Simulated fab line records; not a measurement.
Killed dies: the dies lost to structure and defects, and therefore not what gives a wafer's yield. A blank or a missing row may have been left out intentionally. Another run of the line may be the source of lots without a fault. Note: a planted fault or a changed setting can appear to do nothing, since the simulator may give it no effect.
What tool caused it? + flow berkeley-cmos170 + route of 331 steps, sampled at 1 step: 7 lots, 21 wafers

== WHAT EACH GAUGE READ, for each wafer ==
UCB170_NLDD_CD_MEAS_06 targets a cd of 1200 nm.
| lot  | measured     | on        | cd-nm (nm)           |
|------|--------------|-----------|----------------------|
| L736 | day 7 23:38  | cd-sem-02 | 1198.7 1200.7 1198.8 |
| L737 | day 8 00:56  | cd-sem-01 | 1198.6 1199.0 1199.5 |
| L741 | day 8 20:33  | cd-sem-02 | 1198.5 1198.3 1198.0 |
| L740 | day 8 21:44  | cd-sem-01 | 1200.8 1199.7 1199.6 |
| L743 | day 9 10:23  | cd-sem-01 | 1198.7 1198.8 1198.6 |
| L746 | day 10 03:34 | cd-sem-02 | 1199.4 1199.7 1198.6 |
| L748 | day 10 10:32 | cd-sem-02 | 1198.7 1198.5 1199.9 |

== WHAT TOOL EACH LOT RAN ON (gives the tool, then ch and the chambers of the sampled wafers, and finally the start) ==
Before these readings, the record contains no process step.

== THE ANSWER, worked out from the rows above alone ==
Rule: the usual values come from the lots themselves. The widest of any qualifying gaps counts: lots, ordered by their means at a reading, are off when they make up no more than a third of the lots, leave a main group of 4 or more, and stand apart from it by 3 or more times the standard deviation of that group's means. Not used: any main group whose means are identical at the precision the tables above print for the reading. A lot without any number at a reading at which 4 lots or more have one is off too. All remaining lots with rows at the step are treated as sound.
None of the lots is off at any reading shown; this tells nothing.

== WHAT THE SIMULATOR PUT IN ==
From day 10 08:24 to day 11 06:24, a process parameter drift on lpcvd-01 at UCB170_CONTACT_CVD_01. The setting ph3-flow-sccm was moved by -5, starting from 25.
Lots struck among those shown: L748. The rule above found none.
